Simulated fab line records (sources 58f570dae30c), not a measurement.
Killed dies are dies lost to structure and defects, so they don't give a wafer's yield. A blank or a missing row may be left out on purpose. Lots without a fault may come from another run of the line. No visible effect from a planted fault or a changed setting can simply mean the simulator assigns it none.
Chamber matching | flow berkeley_cmos170 | UCB170_V2_CMP_02 on cmp-01: 4 sister chambers
The step polishes SiO2. 8 wafers are shown with their chamber, then 10 later ones without.

== WAFERS WITH THEIR CHAMBER ==
wafer  | chamber | motor_current_A (A) | retaining_ring_pressure_frac
L323.1 | 2       | 15.8                | 1.002
L323.5 | 1       | 15.3                | 0.999
L325.5 | 0       | 16.9                | 0.995
L326.1 | 0       | 16.7                | 1.006
L326.2 | 3       | 17.1                | 0.991
L326.5 | 2       | 15.2                | 0.995
L327.4 | 3       | 16.5                | 0.992
L327.5 | 1       | 15.4                | 0.996

== WAFERS WHOSE CHAMBER IS MISSING ==
wafer  | motor_current_A (A) | retaining_ring_pressure_frac
L327.6 | 17.3                | 1.006
L336.2 | 14.8                | 1.001
L336.3 | 16.1                | 1.007
L336.4 | 17.1                | 1.003
L338.1 | 16.0                | 1.003
L338.3 | 14.5                | 1.002
L338.6 | 15.2                | 1.003
L337.3 | 18.1                | 1.003
L337.5 | 16.2                | 1.002
L337.6 | 17.8                | 1.005

== WHICH CHAMBER EACH WENT THROUGH ==
wafer  | from the rows above               | in truth
L327.6 | can't be placed: 0 or 3           | 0
L336.2 | can't be placed: 1 or 2           | 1
L336.3 | can't be placed: 2 or 0 or 1 or 3 | 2
L336.4 | can't be placed: 0 or 3           | 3
L338.1 | can't be placed: 2 or 1 or 0 or 3 | 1
L338.3 | can't be placed: 1 or 2           | 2
L338.6 | can't be placed: 1 or 2           | 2
L337.3 | can't be placed: 0 or 3           | 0
L337.5 | can't be placed: 0 or 2 or 1 or 3 | 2
L337.6 | can't be placed: 0 or 3           | 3
Correct placement for 0 of the 10. Cannot be placed on the basis of these rows: 10; the candidates contain the true chamber in 10. Number placed wrongly: 0.
How it was worked out, from the rows above alone: a wafer's distance from a chamber is the root of the sum, over the readings, of the square of ((its reading less the chamber's mean) divided by the reading's scatter). If the next closest chamber is less than 2 further off than the closest, the wafer can't be placed; otherwise it belongs to the closest. The mean given for a chamber averages the wafers shown for that chamber. How the scatter is found: for the shown wafers, subtract from each reading the mean of its chamber, square and add these, divide the total by (wafers less chambers), then take the root.
